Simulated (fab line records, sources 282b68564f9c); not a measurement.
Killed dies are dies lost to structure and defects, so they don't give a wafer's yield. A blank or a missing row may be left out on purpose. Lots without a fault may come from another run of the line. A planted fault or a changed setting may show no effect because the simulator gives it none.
Which tool did it? | flow rit_cmos | 14 lots, 42 wafers sampled, at 2 steps of a route of 202

WHAT THE GAUGES READ, wafer by wafer
The record holds no reading of a measuring or inspecting step that can be judged against a usual standard deviation.

WHICH TOOL RAN EACH LOT (tool, then ch and the chambers of the sampled wafers, then the start)
lot  | RIT_GATE_ETCH_19                | RIT_M1_PROBE_99
L681 | rie_si-02 ch 0,1,2, day 2 16:59 | -
L682 | rie_si-01 ch 0,2,3, day 2 19:15 | -
L683 | rie_si-02 ch 1,3, day 3 00:03   | -
L684 | rie_si-01 ch 0,1, day 3 05:03   | prober-02, day 4 01:10
L685 | rie_si-02 ch 0,2,3, day 3 12:53 | prober-01, day 4 10:07
L686 | rie_si-01 ch 0,3, day 3 15:28   | -
L687 | rie_si-02 ch 1,2,3, day 3 22:55 | -
L689 | rie_si-02 ch 0,2,3, day 4 09:18 | -
L694 | rie_si-01 ch 1,3, day 5 08:19   | -
L696 | rie_si-01 ch 0,2,3, day 5 17:50 | prober-02, day 6 14:03
L698 | rie_si-01 ch 0,1,2, day 6 03:41 | -
L699 | rie_si-02 ch 0,1,3, day 6 11:55 | prober-01, day 7 09:25
L701 | rie_si-02 ch 0,1, day 7 00:47   | -
L703 | rie_si-02 ch 0,1,2, day 7 11:02 | -
- RIT_GATE_ETCH_19: etches poly-Si in SF6/CHF3/O2, stops on SiO2, time 165 s, target depth 312.5 nm.
- RIT_M1_PROBE_99

WHAT THE TOOLS THEMSELVES READ (means of the sampled wafers that have a number; where no wafer has one, the mark that the record gives instead)
RIT_GATE_ETCH_19. Usual: drypump_motor_current_A 5.7 A, standard deviation 0.51; he_backside_leak_sccm 2.8 sccm, standard deviation 0.35; oes_product_au 0.842 a.u., standard deviation 0.013; rf_fwd_power_W 159.4 W, standard deviation 0.5; throttle_valve_pct 10.20 %, standard deviation 0.12.
lot  | tool      | drypump_motor_current_A (A) | he_backside_leak_sccm (sccm) | oes_product_au (a.u.) | rf_fwd_power_W (W) | throttle_valve_pct (%) | flag
L681 | rie_si-02 | 5.6                         | 3.0                          | 0.842                 | 159.5              | 10.16                  |
L682 | rie_si-01 | 6.0                         | 2.9                          | 0.838                 | 159.7              | 10.31                  |
L683 | rie_si-02 | 5.8                         | 2.6                          | 0.850                 | 159.6              | 10.21                  |
L684 | rie_si-01 | 5.3                         | 2.7                          | 0.846                 | 159.5              | 10.23                  |
L685 | rie_si-02 | 5.3                         | 3.3                          | 0.840                 | 159.2              | 10.08                  |
L686 | rie_si-01 | 6.2                         | 2.7                          | 0.851                 | 159.6              | 10.30                  |
L687 | rie_si-02 | 5.8                         | 2.9                          | 0.849                 | 159.4              | 10.19                  |
L689 | rie_si-02 | 5.3                         | 2.9                          | 0.832                 | 159.4              | 10.07                  |
L694 | rie_si-01 | 5.9                         | 3.0                          | 0.842                 | 159.6              | 10.26                  |
L696 | rie_si-01 | 6.0                         | 2.8                          | 0.839                 | 167.9              | 10.29                  | OFF
L698 | rie_si-01 | 5.6                         | 2.7                          | 0.841                 | 167.7              | 10.26                  | OFF
L699 | rie_si-02 | 5.6                         | 2.7                          | 0.839                 | 159.3              | 10.19                  |
L701 | rie_si-02 | 5.9                         | 2.8                          | 0.841                 | 159.2              | 10.29                  |
L703 | rie_si-02 | 5.7                         | 2.9                          | 0.838                 | 159.1              | 10.16                  |

RIT_M1_PROBE_99. Usual: killed_at_contacts 0.1, standard deviation 0.24; killed_at_front_end 6.7, standard deviation 2.9; killed_dies 6.8, standard deviation 2.9; killed_open 3.5, standard deviation 2; killed_short 3.2, standard deviation 1.9.
lot  | tool      | killed_at_contacts | killed_at_front_end | killed_dies | killed_open | killed_short | flag
L684 | prober-02 | 0.0                | 8.3                 | 8.3         | 5.0         | 3.3          |
L685 | prober-01 | 0.0                | 8.7                 | 8.7         | 5.0         | 3.7          |
L696 | prober-02 | 0.3                | 4.3                 | 4.7         | 2.0         | 2.7          |
L699 | prober-01 | 0.0                | 7.3                 | 7.3         | 4.3         | 3.0          |

THE ANSWER, worked out from the rows above alone
Rule: a lot is off if the mean of its wafers that have a number lies more than 3 standard deviations from the usual mean. A lot without any number at a reading at which 4 lots or more have one is off too. The other lots that the step has rows for count as sound. The gauges are gone through in route order, then the tools' own readings, and for those a lot's mean is taken as printed above. The first step at which some lot is off is used, and at that step the reading that is off furthest; a lot without a number counts as furthest.
Off: L696, L698, at RIT_GATE_ETCH_19 (rf_fwd_power_W).
A tool fits if, at that step or a process step before it, it ran every lot that is off, and no sound lot after the first of them. One fits: rie_si-01 at RIT_GATE_ETCH_19. Its last sound lot is L694 (day 5 08:19), its first lot that is off L696 (day 5 17:50): a fault that began between those two fits.
The tool's own readings at RIT_GATE_ETCH_19 bear it out: on the lots that are off they differ by more than 5 times the standard deviation of the sound lots' means. rf_fwd_power_W reads 167.8 W there against 159.4 W on the sound lots.

WHAT THE SIMULATOR HAD PUT IN
Process parameter drift: rie_si-01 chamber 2, from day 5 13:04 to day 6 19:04, at RIT_GATE_ETCH_19. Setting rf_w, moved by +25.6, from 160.
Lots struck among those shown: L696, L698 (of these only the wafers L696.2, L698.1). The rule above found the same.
